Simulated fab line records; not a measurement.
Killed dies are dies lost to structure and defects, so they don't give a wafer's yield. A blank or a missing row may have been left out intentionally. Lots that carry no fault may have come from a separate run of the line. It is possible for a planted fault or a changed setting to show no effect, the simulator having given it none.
The tool behind it: which one? | flow berkeleyCmos170 | 14 lots with 42 wafers sampled at 4 steps, on a route of 331 steps

WHAT EACH GAUGE READ, for each wafer
UCB170_V1_OVL_MEAS_13. Usual: V1_OVL typically reads -1 nm, with standard deviation 5.6.
lot  | measured     | on         | V1_OVL (nm) | flag
L260 | day 8 13:48  | overlay-01 | -2 -6 2     | 
L261 | day 8 14:35  | overlay-01 | -4 3 -1     | 
L263 | day 9 03:26  | overlay-02 | 2 1 4       | 
L264 | day 9 15:24  | overlay-01 | 4 -2 12     | 
L267 | day 9 17:08  | overlay-01 | -9 -3 -8    | 
L266 | day 9 18:12  | overlay-02 | 0 -2 9      | 
L265 | day 9 21:50  | overlay-02 | 5 5 6       | 
L269 | day 10 03:26 | overlay-02 | 4 6 6       | 
L268 | day 10 04:12 | overlay-02 | -3 -1 -10   | 
L270 | day 10 15:01 | overlay-02 | -3 6 -1     | 
L272 | day 10 15:27 | overlay-01 | -2 4 -2     | 
L275 | day 11 04:52 | overlay-01 | 10 -1 6     | 
L274 | day 11 07:41 | overlay-01 | -1 -4 0     | 
L276 | day 11 09:10 | overlay-01 | -3 2 -4     | 

UCB170_V2_THK_MEAS_01. Usual: V2_TEOS_THK typically reads 2008 nm, with standard deviation 26.
lot  | measured     | on           | V2_TEOS_THK (nm) | flag
L260 | day 8 17:16  | filmMetro-04 | 1983 2018 2033   | 
L261 | day 8 18:17  | filmMetro-04 | 2007 2022 2048   | 
L263 | day 9 06:40  | filmMetro-02 | 1977 2005 1983   | 
L264 | day 9 19:07  | filmMetro-01 | 2008 2009 2030   | 
L267 | day 9 20:26  | filmMetro-04 | 2000 1981 2019   | 
L266 | day 9 21:46  | filmMetro-04 | 1998 2015 2024   | 
L265 | day 10 01:43 | filmMetro-04 | 2019 2019 2030   | 
L269 | day 10 07:59 | filmMetro-04 | 1986 2003 2036   | 
L268 | day 10 08:17 | filmMetro-01 | 2011 2054 2043   | 
L270 | day 10 18:41 | filmMetro-01 | 2040 2023 2022   | 
L272 | day 10 18:56 | filmMetro-02 | 1974 1991 2017   | 
L275 | day 11 08:46 | filmMetro-01 | 1998 1991 2022   | 
L274 | day 11 11:13 | filmMetro-04 | 2003 2031 2015   | 
L276 | day 11 12:40 | filmMetro-02 | 2029 2052 2039   | 

WHICH TOOL RAN EACH LOT (tool, then ch and the chambers of the sampled wafers, then the start)
lot  | UCB170_M1_ETCH_11                 | UCB170_M2_STRIP_07
L260 | rieDiel-03 ch 0,3, day 8 06:16    | plasmaAsher-02 ch 0,1, day 8 15:01
L261 | rieDiel-01 ch 0,1,3, day 8 09:50  | plasmaAsher-01 ch 0,1, day 8 16:06
L263 | rieDiel-03 ch 1,2,3, day 8 23:34  | plasmaAsher-03 ch 0,1, day 9 04:39
L264 | rieDiel-04 ch 0,1,3, day 9 10:07  | plasmaAsher-02 ch 0,1, day 9 17:05
L267 | rieDiel-03 ch 0,1,3, day 9 13:10  | plasmaAsher-01 ch 0,1, day 9 18:20
L266 | rieDiel-04 ch 0,2,3, day 9 14:16  | plasmaAsher-03 ch 0, day 9 19:35
L265 | rieDiel-01 ch 1,2,3, day 9 14:49  | plasmaAsher-01 ch 0,1, day 9 23:17
L269 | rieDiel-03 ch 1,3, day 9 22:04    | plasmaAsher-01 ch 0,1, day 10 04:50
L268 | rieDiel-04 ch 0,3, day 9 23:01    | plasmaAsher-03 ch 0,1, day 10 05:28
L270 | rieDiel-03 ch 0,1, day 10 10:24   | plasmaAsher-01 ch 0,1, day 10 16:15
L272 | rieDiel-04 ch 0,1,3, day 10 10:50 | plasmaAsher-02 ch 0, day 10 16:56
L275 | rieDiel-03 ch 0,2, day 10 23:37   | plasmaAsher-01 ch 0,1, day 11 06:27
L274 | rieDiel-04 ch 1,2, day 11 03:29   | plasmaAsher-01 ch 0,1, day 11 08:55
L276 | rieDiel-03 ch 0,1,3, day 11 04:11 | plasmaAsher-03 ch 0,1, day 11 10:35
- UCB170_M1_ETCH_11: etches BARC in N2/H2.
- UCB170_M2_STRIP_07: strips in O2.

WHAT THE TOOLS THEMSELVES READ (means of the sampled wafers that have a number; where no wafer has one, the mark that the record gives instead)
UCB170_M1_ETCH_11. Usual: chamberPressureMTorr 29.997 mTorr, standard deviation 0.028; drypumpMotorCurrentA 5.9 A, standard deviation 0.42; oesProductAu 0.997 a.u., standard deviation 0.015; throttleValvePct 13.29 %, standard deviation 0.18.
lot  | tool       | chamberPressureMTorr (mTorr) | drypumpMotorCurrentA (A) | oesProductAu (a.u.) | throttleValvePct (%) | flag
L260 | rieDiel-03 | 29.996                       | 5.4                      | 1.001               | 13.13                | 
L261 | rieDiel-01 | 29.996                       | 5.9                      | 0.995               | 13.34                | 
L263 | rieDiel-03 | 29.991                       | 5.7                      | 0.999               | 13.29                | 
L264 | rieDiel-04 | 29.975                       | 6.2                      | 1.007               | 13.23                | 
L267 | rieDiel-03 | 29.993                       | 5.8                      | 0.985               | 13.32                | 
L266 | rieDiel-04 | 29.983                       | 6.0                      | 1.006               | 13.37                | 
L265 | rieDiel-01 | 29.998                       | 5.8                      | 0.995               | 13.31                | 
L269 | rieDiel-03 | 29.974                       | 5.4                      | 0.992               | 13.23                | 
L268 | rieDiel-04 | 29.997                       | 6.2                      | 1.002               | 13.37                | 
L270 | rieDiel-03 | 30.010                       | 6.3                      | 0.983               | 13.50                | 
L272 | rieDiel-04 | 29.996                       | 6.2                      | 0.999               | 13.24                | 
L275 | rieDiel-03 | 30.033                       | 5.9                      | 0.992               | 13.28                | 
L274 | rieDiel-04 | 29.994                       | 5.9                      | 0.999               | 13.30                | 
L276 | rieDiel-03 | 29.988                       | 5.8                      | 0.991               | 13.30                | 

UCB170_M2_STRIP_07. Usual: chamberPressureMTorr 3500 mTorr, standard deviation 3.3; drypumpMotorCurrentA 5.6 A, standard deviation 0.56; oesProductAu 0.735 a.u., standard deviation 0.0049; stripTimeToEndpointS 21.96 s, standard deviation 0.051.
lot  | tool           | chamberPressureMTorr (mTorr) | drypumpMotorCurrentA (A) | oesProductAu (a.u.) | stripTimeToEndpointS (s) | flag
L260 | plasmaAsher-02 | 3500                         | 5.8                      | 0.739               | 22.01                    | 
L261 | plasmaAsher-01 | 3497                         | 5.8                      | 0.731               | 21.98                    | 
L263 | plasmaAsher-03 | 3500                         | 5.3                      | 0.736               | 22.06                    | 
L264 | plasmaAsher-02 | 3501                         | 5.8                      | 0.734               | 21.96                    | 
L267 | plasmaAsher-01 | 3500                         | 5.8                      | 0.734               | 21.94                    | 
L266 | plasmaAsher-03 | 3500                         | 5.7                      | 0.737               | 21.95                    | 
L265 | plasmaAsher-01 | 3498                         | 5.8                      | 0.735               | 21.94                    | 
L269 | plasmaAsher-01 | 3498                         | 5.4                      | 0.733               | 21.94                    | 
L268 | plasmaAsher-03 | 3500                         | 5.2                      | 0.732               | 22.00                    | 
L270 | plasmaAsher-01 | 3500                         | 5.8                      | 0.733               | 21.95                    | 
L272 | plasmaAsher-02 | 3500                         | 6.4                      | 0.736               | 21.96                    | 
L275 | plasmaAsher-01 | -                            | -                        | -                   | -                        | OFF
L274 | plasmaAsher-01 | -                            | -                        | -                   | -                        | OFF
L276 | plasmaAsher-03 | 3502                         | 5.5                      | 0.738               | 21.94                    | 

THE ANSWER, worked out from the rows above alone
Rule: a lot counts as off when the mean over its wafers that have a number is more than 3 standard deviations away from the usual mean. Also off: a lot with no number at a reading for which 4 or more lots have one. The other lots that the step has rows for count as sound. Order of review: gauges by route order, followed by the tools' own readings, for which a lot's mean as printed above is used. The first step at which some lot is off is used, and at that step the reading that is off furthest; a lot without a number counts as furthest.
Off: L275, L274 (UCB170_M2_STRIP_07, chamberPressureMTorr). Without a number there: L275, L274.
A tool fits if, at that step or a process step before it, it ran every lot that is off, and no sound lot after the first of them. One fits: plasmaAsher-01 at UCB170_M2_STRIP_07. Its last sound lot is L270 (day 10 16:15), its first lot that is off L275 (day 11 06:27): a fault that began between those two fits.
Blank at UCB170_M2_STRIP_07 on the lots that are off, where sound lots have numbers: chamberPressureMTorr, drypumpMotorCurrentA, oesProductAu, stripTimeToEndpointS.

WHAT THE SIMULATOR HAD PUT IN
Entire step skipped (plasmaAsher-01, UCB170_M2_STRIP_07), from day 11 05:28 onward. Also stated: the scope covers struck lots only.
Shown lots that were struck: L275, L274. The rule above found the same.
